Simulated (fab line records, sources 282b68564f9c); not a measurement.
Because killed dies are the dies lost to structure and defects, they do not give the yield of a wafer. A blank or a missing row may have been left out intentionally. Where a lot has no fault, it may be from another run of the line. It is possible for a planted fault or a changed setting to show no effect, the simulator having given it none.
fab line records | flow ritCmos
record lots=15 | wafers=45 | lastDay=7
route steps=202 shown SPACER@130 M1@202
lots that met no fault: from a run of the same line without faults
startH: hours from the record's first day to the start of the lot's first wafer shown | waitH: how many hours have passed since the lot's step before this one | " repeats the value in the row above | L1.1+2: a row that stands for several wafers | - no value, or no start was given | * or withheld: withheld | < > ~ a bound
route shown NAME@n: NAME is a module with steps in the file, n the number in the route of the first one | usual: mean/standard deviation taken from wafers without a fault | same: alike in all rows | chamber/n: place in a boat | sites: the reading at each site | _std_site: the standard deviation of these | _edge_site: mean of outer sites minus mean of inner sites | radiusMm: how far each site lies from the wafer's centre | mask NAME#n: copy n | behind: the last tool/chamber to shape the wafer | hold: reason for holding the lot/hours on hold/outcome of the hold | device: whichever transistor did not switch (one of n, p or np) | end of line: the same wafers' tests at the end of the route | step lacking rows: just its recipe | killed: not the wafer's yield, but the dies lost to structure and defects at the first sort | map: a wafer's dies, x killed, . not, _ none there
set.NAME: the setting the step ran with; set.NAME@STEP: the setting that earlier step ran with | model.NAME: the simulator's own value behind a step, which no gauge read
the route's steps for a sample of lots (tables are steps, rows are wafers)
services: when a tool's chamber went out of use (startH, in hours from the record's first day, below 0 if earlier), for how many hours, and the reason
## steps
# step RIT_SPACER_ETCHBACK_05
# recipe targetDepthA=2500 | SF6_flow_sccm=30 | CHF3_flow_sccm=30 | target=Si3N4 | chemistry=SF6/CHF3 | pressureMtorr=40 | rfW=250 | timeS=240 | stopOn=SiO2
# usual CHF3_flow_sccm=30.01/0.09 | SF6_flow_sccm=30.00/0.085 | drypumpMotorCurrentA=6.0/0.49 | oesProductAu=0.846/0.011 | throttleValvePct=10.22/0.15 | timeS=240/0
lot.wafer | tool       | chamber | startH | waitH | CHF3_flow_sccm | SF6_flow_sccm | drypumpMotorCurrentA | oesProductAu | rfHoursCounterH | throttleValvePct | timeS
L920.1    | rieDiel-01 | 3       | 50.46  | 0.1   | 30.08          | 30.01         | 6.0                  | 0.845        | 142             | 10.34            | 240
L920.2    | "          | 0       | "      | "     | 29.97          | 29.81         | 6.4                  | 0.847        | 91              | 9.99             | 240
L920.3    | "          | 2       | "      | "     | 29.97          | 29.92         | 5.6                  | 0.833        | 32              | 10.52            | 240
L921.1    | rieDiel-03 | 3       | 61.20  | 0.1   | 29.85          | 29.89         | 5.3                  | 0.845        | 123             | 10.17            | 240
L921.4    | "          | 3       | "      | "     | 30.06          | 29.99         | 5.3                  | 0.842        | -               | 10.17            | 240
L921.5    | "          | 1       | "      | "     | 30.04          | 30.09         | 6.0                  | 0.836        | -               | 10.31            | 240
L924.2    | rieDiel-03 | 1       | 74.14  | 0.0   | -              | -             | -                    | -            | -               | -                | -
L924.3    | "          | 3       | "      | "     | -              | -             | -                    | -            | -               | -                | -
L924.6    | "          | 3       | "      | "     | -              | -             | -                    | -            | -               | -                | -
L925.1    | rieDiel-02 | 3       | 77.70  | 0.1   | -              | -             | -                    | -            | -               | -                | -
L925.4    | "          | 0       | "      | "     | -              | -             | -                    | -            | -               | -                | -
L925.6    | "          | 3       | "      | "     | -              | -             | -                    | -            | -               | -                | -
L926.1    | rieDiel-03 | 0       | 83.18  | 0.1   | -              | -             | -                    | -            | -               | -                | -
L926.3    | "          | 2       | "      | "     | -              | -             | -                    | -            | -               | -                | -
L926.6    | "          | 0       | "      | "     | -              | -             | -                    | -            | -               | -                | -
L934.1    | rieDiel-03 | 0       | 122.12 | 0.1   | 30.00          | 30.08         | 6.7                  | 0.863        | 5               | 10.20            | 240
L934.2    | "          | 1       | "      | "     | 29.81          | 29.97         | 6.0                  | 0.849        | 0               | 10.33            | 240
L934.3    | "          | 2       | "      | "     | 29.98          | 30.02         | 6.4                  | 0.838        | 83              | 10.09            | 240
L935.1    | rieDiel-01 | 1       | 124.65 | 0.1   | 29.88          | 29.92         | 5.7                  | 0.844        | 6               | 10.10            | 240
L935.3    | "          | 3       | "      | "     | 30.00          | 30.09         | 6.0                  | 0.849        | 144             | 10.33            | 240
L935.4    | "          | 2       | "      | "     | 29.94          | 30.02         | 5.6                  | 0.832        | 33              | 10.53            | 240
L936.2    | rieDiel-03 | 2       | 127.62 | 0.0   | 30.15          | 29.97         | 6.5                  | 0.848        | 83              | 10.06            | 240
L936.4    | "          | 1       | "      | "     | 29.96          | 29.85         | 6.1                  | 0.839        | 0               | 10.33            | 240
L936.5    | "          | 0       | "      | "     | 29.93          | 29.94         | 6.7                  | 0.862        | -               | 10.20            | 240
L937.3    | rieDiel-01 | 0       | 136.36 | 0.0   | 30.04          | 29.97         | 6.4                  | 0.847        | 93              | 9.96             | 240
L937.5    | "          | 1       | "      | "     | 30.01          | 30.08         | 5.7                  | 0.840        | -               | 10.13            | 240
L937.6    | "          | 0       | "      | "     | 29.99          | 30.02         | 6.3                  | 0.860        | -               | 9.99             | 240
L938.1    | rieDiel-03 | 0       | 142.62 | 0.1   | 29.94          | 29.94         | 6.7                  | 0.851        | 6               | 10.20            | 240
L938.2    | "          | 1       | "      | "     | 29.97          | 30.02         | 6.0                  | 0.842        | 1               | 10.33            | 240
L938.5    | "          | 0       | "      | "     | 30.01          | 29.97         | 6.7                  | 0.856        | -               | 10.19            | 240
L939.1    | rieDiel-01 | 0       | 146.62 | 0.1   | 30.14          | 30.06         | 6.3                  | 0.845        | 93              | 9.99             | 240
L939.2    | "          | 2       | "      | "     | 29.97          | 30.10         | 5.6                  | 0.830        | 33              | 10.52            | 240
L939.4    | "          | 1       | "      | "     | 30.00          | 30.02         | 5.7                  | 0.841        | 6               | 10.11            | 240
L940.2    | rieDiel-01 | 0       | 153.19 | 0.0   | 30.04          | 30.03         | 6.3                  | 0.853        | 93              | 9.98             | 240
L940.3    | "          | 2       | "      | "     | 30.09          | 29.87         | 5.6                  | 0.833        | 33              | 10.53            | 240
L940.5    | "          | 3       | "      | "     | 30.10          | 30.11         | 6.0                  | 0.844        | -               | 10.33            | 240
L941.1    | rieDiel-03 | 0       | 157.23 | 0.1   | 29.92          | 30.08         | 6.7                  | 0.839        | 6               | 10.21            | 240
L941.3    | "          | 1       | "      | "     | 29.93          | 29.99         | 6.0                  | 0.832        | 1               | 10.32            | 240
L941.6    | "          | 0       | "      | "     | 29.99          | 29.93         | 6.7                  | 0.853        | -               | 10.19            | 240
L942.3    | rieDiel-02 | 0       | 161.76 | 0.0   | 29.93          | 30.00         | 5.9                  | 0.837        | 77              | 10.51            | 240
L942.5    | "          | 2       | "      | "     | 29.87          | 30.17         | 6.6                  | 0.836        | -               | 10.17            | 240
L942.6    | "          | 1       | "      | "     | 29.93          | 30.00         | 5.6                  | 0.848        | -               | 10.37            | 240
L943.1    | rieDiel-03 | 2       | 162.57 | 0.1   | 30.05          | 30.01         | 6.5                  | 0.848        | 83              | 10.07            | 240
L943.2    | "          | 3       | "      | "     | 29.99          | 29.92         | 5.4                  | 0.849        | 125             | 10.18            | 240
L943.4    | "          | 1       | "      | "     | 29.82          | 30.19         | 6.0                  | 0.836        | 1               | 10.33            | 240
# step RIT_M1_PROBE_99
# usual killedAtContacts=0.1/0.31 | killedAtFrontEnd=7/3 | killedDies=7/3 | killedOnRim=1.8/1.2 | killedOpen=3.2/1.9 | killedShort=3.6/2.2
# same grossDies=264 | killed_at_M0_to_M3=0 | killed_at_M4_up=0 | killedAtBackSide=0 | killedAtOther=0
lot.wafer | tool      | chamber | startH | waitH | killedAtContacts | killedAtFrontEnd | killedDies | killedOnRim | killedOpen | killedShort
L924.2    | prober-02 | -       | 85.71  | 0.1   | 0                | 264              | 264        | 70          | 1          | 5
L924.3    | prober-02 | -       | 85.76  | 0.2   | 0                | 264              | 264        | 70          | 6          | 4
L924.6    | prober-02 | -       | 85.91  | 0.2   | 0                | 264              | 264        | 70          | 1          | 3
L925.1    | prober-01 | -       | 88.76  | 0.1   | 0                | 264              | 264        | 70          | 9          | 5
L925.4    | prober-01 | -       | 88.91  | 0.2   | 0                | 264              | 264        | 70          | 2          | 1
L925.6    | prober-01 | -       | 89.01  | 0.2   | 0                | 264              | 264        | 70          | 5          | 1
L926.1    | prober-02 | -       | 94.39  | 0.1   | 0                | 264              | 264        | 70          | 3          | 4
L926.3    | prober-02 | -       | 94.49  | 0.2   | 0                | 264              | 264        | 70          | 5          | 5
L926.6    | prober-02 | -       | 94.64  | 0.2   | 0                | 264              | 264        | 70          | 10         | 5
L936.2    | prober-02 | -       | 139.04 | 0.1   | 1                | 9                | 10         | 4           | 2          | 8
L936.4    | prober-02 | -       | 139.14 | 0.2   | 0                | 10               | 10         | 3           | 7          | 3
L936.5    | prober-02 | -       | 139.19 | 0.2   | 0                | 12               | 12         | 3           | 4          | 8
L937.3    | prober-01 | -       | 148.02 | 0.2   | 0                | 8                | 8          | 2           | 3          | 5
L937.5    | prober-01 | -       | 148.12 | 0.2   | 0                | 3                | 3          | 2           | 0          | 3
L937.6    | prober-01 | -       | 148.17 | 0.2   | 0                | 9                | 9          | 2           | 4          | 5
L938.1    | prober-02 | -       | 154.26 | 0.1   | 0                | 8                | 8          | 3           | 5          | 3
L938.2    | prober-02 | -       | 154.31 | 0.1   | 0                | 13               | 13         | 4           | 9          | 4
L938.5    | prober-02 | -       | 154.46 | 0.2   | 0                | 8                | 8          | 0           | 3          | 5
L942.3    | prober-02 | -       | 172.82 | 0.2   | 0                | 6                | 6          | 2           | 2          | 4
L942.5    | prober-02 | -       | 172.92 | 0.2   | 0                | 5                | 5          | 1           | 2          | 3
L942.6    | prober-02 | -       | 172.97 | 0.2   | 0                | 5                | 5          | 3           | 3          | 2
# killed by level:class
L924.2 SPACER:areaEtchback=256 GATE:geometricParticle:short=2 NWELL:coatMicrobubblePrinted=2 FOX1:geometricParticle:short=1 FOX2:geometricParticle:short=1 GATE:geometricParticle:open=1 SPACER:geometricParticle:short=1
L924.3 SPACER:areaEtchback=252 FOX2:geometricParticle:short=2 GATE:geometricParticle:open=2 NWELL:coatMicrobubblePrinted=2 FOX2:geometricParticle:open=1 GATE:geometricParticle:short=1 REOX:geometricParticle:open=1 SPACER:geometricParticle:short=1
L924.6 SPACER:areaEtchback=260 FOX2:geometricParticle:short=1 REOX:geometricParticle:open=1 SPACER:geometricParticle:short=1 SILICIDE:geometricParticle:short=1
L925.1 SPACER:areaEtchback=250 GATE:geometricParticle:open=5 FOX1:geometricParticle:short=3 FOX1:geometricParticle:open=1 FOX2:geometricParticle:open=1 FOX2:geometricParticle:short=1 REOX:geometricParticle:open=1 SPACER:geometricParticle:short=1
L925.4 SPACER:areaEtchback=261 FOX1:geometricParticle:open=1 SPACER:geometricParticle:short=1 SPACER:geometricParticle:open=1
L925.6 SPACER:areaEtchback=258 FOX1:geometricParticle:open=2 SPACER:geometricParticle:open=2 FOX2:geometricParticle:short=1 GATE:geometricParticle:open=1
L926.1 SPACER:areaEtchback=257 FOX2:geometricParticle:short=1 FOX2:geometricParticle:open=1 GATE:geometricParticle:short=1 GATE:geometricParticle:open=1 REOX:geometricParticle:short=1 SPACER:geometricParticle:open=1 SILICIDE:geometricParticle:short=1
L926.3 SPACER:areaEtchback=254 GATE:geometricParticle:short=2 GATE:geometricParticle:open=2 REOX:geometricParticle:short=2 SPACER:geometricParticle:open=2 REOX:geometricParticle:open=1 SPACER:geometricParticle:short=1
L926.6 SPACER:areaEtchback=249 GATE:geometricParticle:open=6 FOX2:geometricParticle:short=2 REOX:geometricParticle:open=2 FOX1:geometricParticle:short=1 FOX1:geometricParticle:open=1 GATE:geometricParticle:short=1 SPACER:geometricParticle:short=1
L936.2 GATE:geometricParticle:short=3 FOX1:geometricParticle:short=2 FOX2:geometricParticle:short=1 REOX:geometricParticle:open=1 SPACER:geometricParticle:open=1 SILICIDE:geometricParticle:short=1 CONTACT:geometricParticle:short=1
L936.4 GATE:geometricParticle:open=2 GATE:geometricParticle:short=2 SPACER:geometricParticle:open=2 SILICIDE:geometricParticle:open=2 FOX1:geometricParticle:open=1 SILICIDE:geometricParticle:short=1
L936.5 GATE:geometricParticle:short=5 FOX1:geometricParticle:short=2 GATE:geometricParticle:open=2 REOX:geometricParticle:open=1 SPACER:geometricParticle:short=1 SILICIDE:geometricParticle:open=1
L937.3 GATE:geometricParticle:short=3 FOX1:geometricParticle:open=1 FOX2:geometricParticle:open=1 GATE:geometricParticle:open=1 REOX:geometricParticle:short=1 SILICIDE:geometricParticle:short=1
L937.5 FOX1:geometricParticle:short=1 FOX2:geometricParticle:short=1 REOX:geometricParticle:short=1
L937.6 GATE:geometricParticle:short=3 REOX:geometricParticle:open=2 FOX1:geometricParticle:short=1 FOX2:geometricParticle:open=1 GATE:geometricParticle:open=1 REOX:geometricParticle:short=1
L938.1 FOX1:geometricParticle:open=4 FOX1:geometricParticle:short=1 FOX2:geometricParticle:short=1 GATE:geometricParticle:open=1 SPACER:geometricParticle:short=1
L938.2 GATE:geometricParticle:open=6 FOX2:geometricParticle:short=2 GATE:geometricParticle:short=2 REOX:geometricParticle:open=2 FOX1:geometricParticle:open=1
L938.5 GATE:geometricParticle:short=4 FOX2:geometricParticle:open=1 GATE:geometricParticle:open=1 SPACER:geometricParticle:open=1 SPACER:geometricParticle:short=1
L942.3 FOX1:geometricParticle:short=3 FOX1:geometricParticle:open=1 SPACER:geometricParticle:open=1 SPACER:geometricParticle:short=1
L942.5 GATE:geometricParticle:short=2 GATE:geometricParticle:open=1 SPACER:geometricParticle:open=1 SPACER:geometricParticle:short=1
L942.6 GATE:geometricParticle:open=2 FOX2:geometricParticle:open=1 SPACER:geometricParticle:short=1 SILICIDE:geometricParticle:short=1
## services
tool       | chamber | startH | hours | kind
rieDiel-02 | 1       | 50.83  | 7.6   | repair
rieDiel-03 | 0       | 53.04  | 12.4  | repair
rieDiel-01 | 2       | 54.92  | 3.1   | repair
rieDiel-03 | 1       | 101.81 | -     | clean
rieDiel-03 | 1       | 101.81 | 13.4  | scheduledDown
rieDiel-03 | 1       | 101.81 | 13.4  | ventCycle
rieDiel-02 | 3       | 105.16 | 7.2   | repair
rieDiel-02 | 1       | 109.64 | 7.4   | repair
rieDiel-01 | 0       | 159.63 | 3.8   | repair
## key
firstSign step=RIT_SPACER_ETCHBACK_05 | reading=toolRecord | direction=missing
effect step=RIT_M1_PROBE_99 | reading=killedAtFrontEnd | direction=up | sigmas=85 | usual=7 | struck=264
moreKillsBornAt RIT_SPACER_ETCHBACK_05@rieDiel-03=1528 | RIT_SPACER_ETCHBACK_05@rieDiel-02=769
metAt RIT_SPACER_ETCHBACK_05
struckLots L924,L925,L926
laterRowsLeftOut L924.2,L924.3,L924.6,L925.1,L925.4,L925.6,L926.1,L926.3,L926.6
testerLeftOut L924,L925,L926
onsetBetween 61.20 74.14
fault kind=skippedStepWhole | tool=rieDiel-02,rieDiel-03 | chamber=- | onsetH=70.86 | steps=RIT_SPACER_ETCHBACK_05 | scope=struckLotsOnly
# testerLeftOut: of these lots the tester's yield and bins aren't shown, on N5 and GAA mostly nor the transistor test; their killed dies are dies lost to structure and defects alone, not to doping, threshold or leakage, so they don't give the yield
# laterRowsLeftOut: the simulator's readings of these wafers behind a module that went badly wrong aren't trusted and aren't shown, but for the sort
